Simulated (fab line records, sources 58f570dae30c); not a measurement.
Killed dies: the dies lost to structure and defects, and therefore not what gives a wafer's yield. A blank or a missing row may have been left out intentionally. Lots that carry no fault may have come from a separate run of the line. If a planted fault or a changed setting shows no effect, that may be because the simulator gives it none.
Split-lot trial || flow berkeley-cmos170 || 23 wafers read from 5 lots, route of 331 steps

== SPLIT DETAILS ==
At UCB170_GATE_PEB_10, the setting peb-temp-c was moved away from the recipe's 130 C on 8 of the 23 wafers read, by -2.8% to +2.7%. This setting was run at the recipe's value on the other wafers.

== FROM THE SPLIT TO THE READING: what the file shows between them, 5 steps ==
- UCB170_GATE_DEVELOP_11: develop time 45 s
- UCB170_GATE_CD_MEAS_12: target cd 350 nm
- UCB170_GATE_ETCH_14: etches BARC in N2/H2
- UCB170_GATE_ETCH_15: etches poly-Si in HBr/Cl2, stops on SiO2, time 56.3 s, target depth 278.2 nm
- UCB170_GATE_STRIP_16: strips in O2

== THE READING ==
cd-nm (nm) at UCB170_GATE_CD_MEAS_90, where the cd target is 350 nm. On this fab line, fault-free wafers typically give 349.5 nm with a standard deviation of 1.3 nm.

{"wafer": "L074.2", "tool, chamber at the split": "litho-track-03, 0", "peb-temp-c as run, C": 130, "against the recipe": "recipe", "cd-nm, nm": 350.0, "against lot-mates on the recipe": "-"}
{"wafer": "L074.3", "tool, chamber at the split": "litho-track-03, 0", "peb-temp-c as run, C": 126.4, "against the recipe": "-2.8%", "cd-nm, nm": 378.3, "against lot-mates on the recipe": "+28.0"}
{"wafer": "L074.4", "tool, chamber at the split": "litho-track-03, 0", "peb-temp-c as run, C": 130, "against the recipe": "recipe", "cd-nm, nm": 350.7, "against lot-mates on the recipe": "-"}
{"wafer": "L074.5", "tool, chamber at the split": "litho-track-03, 0", "peb-temp-c as run, C": 130, "against the recipe": "recipe", "cd-nm, nm": 350.1, "against lot-mates on the recipe": "-"}
{"wafer": "L074.6", "tool, chamber at the split": "litho-track-03, 0", "peb-temp-c as run, C": 126.4, "against the recipe": "-2.8%", "cd-nm, nm": 377.5, "against lot-mates on the recipe": "+27.2"}
{"wafer": "L079.1", "tool, chamber at the split": "litho-track-03, 0", "peb-temp-c as run, C": 130, "against the recipe": "recipe", "cd-nm, nm": 350.3, "against lot-mates on the recipe": "-"}
{"wafer": "L079.2", "tool, chamber at the split": "litho-track-03, 0", "peb-temp-c as run, C": 130, "against the recipe": "recipe", "cd-nm, nm": 350.4, "against lot-mates on the recipe": "-"}
{"wafer": "L079.3", "tool, chamber at the split": "litho-track-03, 0", "peb-temp-c as run, C": 130, "against the recipe": "recipe", "cd-nm, nm": 348.5, "against lot-mates on the recipe": "-"}
{"wafer": "L079.5", "tool, chamber at the split": "litho-track-03, 0", "peb-temp-c as run, C": 130, "against the recipe": "recipe", "cd-nm, nm": 348.9, "against lot-mates on the recipe": "-"}
{"wafer": "L079.6", "tool, chamber at the split": "litho-track-03, 0", "peb-temp-c as run, C": 130, "against the recipe": "recipe", "cd-nm, nm": 349.9, "against lot-mates on the recipe": "-"}
{"wafer": "L080.1", "tool, chamber at the split": "litho-track-03, 0", "peb-temp-c as run, C": 130, "against the recipe": "recipe", "cd-nm, nm": 349.7, "against lot-mates on the recipe": "-"}
{"wafer": "L080.5", "tool, chamber at the split": "litho-track-03, 0", "peb-temp-c as run, C": 130, "against the recipe": "recipe", "cd-nm, nm": 350.1, "against lot-mates on the recipe": "-"}
{"wafer": "L080.6", "tool, chamber at the split": "litho-track-03, 0", "peb-temp-c as run, C": 130, "against the recipe": "recipe", "cd-nm, nm": 348.1, "against lot-mates on the recipe": "-"}
{"wafer": "L082.1", "tool, chamber at the split": "litho-track-04, 0", "peb-temp-c as run, C": 130, "against the recipe": "recipe", "cd-nm, nm": 350.5, "against lot-mates on the recipe": "-"}
{"wafer": "L082.2", "tool, chamber at the split": "litho-track-04, 0", "peb-temp-c as run, C": 133.5, "against the recipe": "+2.7%", "cd-nm, nm": 327.4, "against lot-mates on the recipe": -22.6}
{"wafer": "L082.3", "tool, chamber at the split": "litho-track-04, 0", "peb-temp-c as run, C": 130, "against the recipe": "recipe", "cd-nm, nm": 349.4, "against lot-mates on the recipe": "-"}
{"wafer": "L082.5", "tool, chamber at the split": "litho-track-04, 0", "peb-temp-c as run, C": 133.5, "against the recipe": "+2.7%", "cd-nm, nm": 327.3, "against lot-mates on the recipe": -22.6}
{"wafer": "L082.6", "tool, chamber at the split": "litho-track-04, 0", "peb-temp-c as run, C": 133.5, "against the recipe": "+2.7%", "cd-nm, nm": 329.0, "against lot-mates on the recipe": -20.9}
{"wafer": "L084.1", "tool, chamber at the split": "litho-track-03, 0", "peb-temp-c as run, C": 130, "against the recipe": "recipe", "cd-nm, nm": 350.7, "against lot-mates on the recipe": "-"}
{"wafer": "L084.2", "tool, chamber at the split": "litho-track-03, 0", "peb-temp-c as run, C": 132.7, "against the recipe": "+2.1%", "cd-nm, nm": 337.8, "against lot-mates on the recipe": -11.7}
{"wafer": "L084.3", "tool, chamber at the split": "litho-track-03, 0", "peb-temp-c as run, C": 132.7, "against the recipe": "+2.1%", "cd-nm, nm": 333.7, "against lot-mates on the recipe": -15.8}
{"wafer": "L084.4", "tool, chamber at the split": "litho-track-03, 0", "peb-temp-c as run, C": 132.7, "against the recipe": "+2.1%", "cd-nm, nm": 334.6, "against lot-mates on the recipe": -14.9}
{"wafer": "L084.6", "tool, chamber at the split": "litho-track-03, 0", "peb-temp-c as run, C": 130, "against the recipe": "recipe", "cd-nm, nm": 348.3, "against lot-mates on the recipe": "-"}

THE FIT
A straight line over all 23 wafers: cd-nm changes by -8.61 nm for each +1% of peb-temp-c; r = -0.99; the points scatter about the line by 1.9 nm.
The same after taking each lot's own level away (the mean of its wafers on the recipe; 23 wafers): -8.55 nm for each +1%; r = -0.99; scatter 1.9 nm.
The reading moves by 24 nm for the largest change in peb-temp-c, on that fit.
Measured against the standard deviation above, the lots' own levels, which go from 349.30 to 350.27 nm, span 0.7 times it.
Consequently the slope shifts little with the lot-to-lot level, the two slopes agreeing.
Check: with one of the wafers moved furthest among these (-2.8%) left out of the fit, the line predicts +23.4 nm for it against its lot-mates. It came out at +28 nm against them.

== OTHER SPLITS APPLIED TO THESE WAFERS ==
Other splits were also applied to these wafers ahead of the reading. Each is held against what the fit with the lots' levels taken away leaves over:
{"other split on the same wafers": "UCB170_PVT_IMPLANT_07 energy-kev", "wafers away from the commonest value": 11, "r with cd-nm (lot level and that fit taken away)": -0.04}

== THE WHOLE CHAIN: every reading that the file lists as answering this split, in the file's order ==
{"step": "UCB170_GATE_CD_MEAS_12", "what it does": "target cd 350 nm", "reading": "cd-nm", "change (the file's fit)": "-8.44 nm for each +1% of the setting", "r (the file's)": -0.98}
{"step": "UCB170_GATE_ETCH_15", "what it does": "etches poly-Si in HBr/Cl2, stops on SiO2, time 56.3 s, target depth 278.2 nm", "reading": "GATE.cd-nm (the simulator's own value, which no gauge read)", "change (the file's fit)": "-8.58 nm for each +1% of the setting", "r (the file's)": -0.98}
{"step": "UCB170_GATE_CD_MEAS_90", "what it does": "target cd 350 nm", "reading": "cd-nm", "change (the file's fit)": "-8.59 nm for each +1% of the setting", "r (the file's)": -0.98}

== THE FILE'S OWN FIT ==
cd-nm changes by -8.59 nm for each +1% of peb-temp-c, r = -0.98.
